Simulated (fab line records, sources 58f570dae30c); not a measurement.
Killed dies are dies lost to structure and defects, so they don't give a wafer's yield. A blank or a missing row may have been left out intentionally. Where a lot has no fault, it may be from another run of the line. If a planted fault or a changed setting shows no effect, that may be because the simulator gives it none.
2 desks looking at one fault | flow berkeley_cmos170 | each desk holds nothing but its own numbers, with what lay behind them at the end

== FROM THE METROLOGY DESK ==
Means of the sampled wafers that have a number, per lot and without regard to the tool the lot ran on: this is what the gauges read. Any lot whose mean is over 4 standard deviations away from the usual mean is out of limits and marked OUT; that distance is given in the brackets.
Columns: A = PWELL_TW at UCB170_PWELL_TW_MEAS_17, usual 382; B = ACTIVE_NITRIDE_THK at UCB170_ACTIVE_THK_MEAS_06, usual 219.6 nm; C = NVT_OVL at UCB170_NVT_OVL_MEAS_06, usual -1 nm
lot  | first seen here | A   | B     | C
L464 | day 3 03:17     | 389 | 219.5 | 9
L467 | day 3 20:21     | 376 | 218.3 | -4
L470 | day 4 07:41     | 392 | 221.7 | 8
L469 | day 4 08:09     | 379 | 219.5 | -
L471 | day 4 11:09     | 392 | 221.1 | -
L473 | day 5 07:40     | 378 | 220.2 | 2
L475 | day 5 10:26     | 376 | 219.9 | 3
L476 | day 5 10:43     | 379 | 222.2 | 1
L477 | day 5 15:44     | 389 | 217.7 | -6
L478 | day 6 04:06     | 386 | 221.5 | -9
L479 | day 6 04:15     | 379 | 218.8 | -6
L482 | day 6 17:47     | 386 | 220.4 | -12
L486 | day 7 12:31     | 377 | 215.8 | 2
L487 | day 7 19:47     | 374 | 218.7 | 9
Result from this desk: across the 14 lots, nothing is out of limits.

== FOR THE TOOL OWNER'S DESK: wet_bench-04 ==
The tool's own readings at UCB170_SCREENOX_WET_ETCH_00 (etches SiO2 in dHF, time 200 s): means of the sampled wafers that have a number, for each lot that ran on this tool. Any lot whose mean is over 4 standard deviations away from the usual mean is out of limits and marked OUT; that distance is given in the brackets.
Columns: A = bath_heat_duty_pct at UCB170_SCREENOX_WET_ETCH_00, usual 5.9 %; B = run_length_s at UCB170_SCREENOX_WET_ETCH_00, usual 227 s; C = temp_c at UCB170_SCREENOX_WET_ETCH_00, usual 25.00 C
lot  | first seen here | A   | B   | C
L476 | day 7 08:12     | 6.5 | 227 | 24.92
L473 | day 7 08:16     | 5.5 | 223 | 25.16
L479 | day 8 01:20     | 5.0 | 234 | 25.04
L487 | day 9 18:42     | 4.9 | 231 | 25.07
Result from this desk: across the 4 lots, nothing is out of limits.

== TAKEN TOGETHER ==
The metrology desk saw nothing out of limits.
The tool owner's desk saw nothing out of limits.

== WHAT THE SIMULATOR PUT IN ==
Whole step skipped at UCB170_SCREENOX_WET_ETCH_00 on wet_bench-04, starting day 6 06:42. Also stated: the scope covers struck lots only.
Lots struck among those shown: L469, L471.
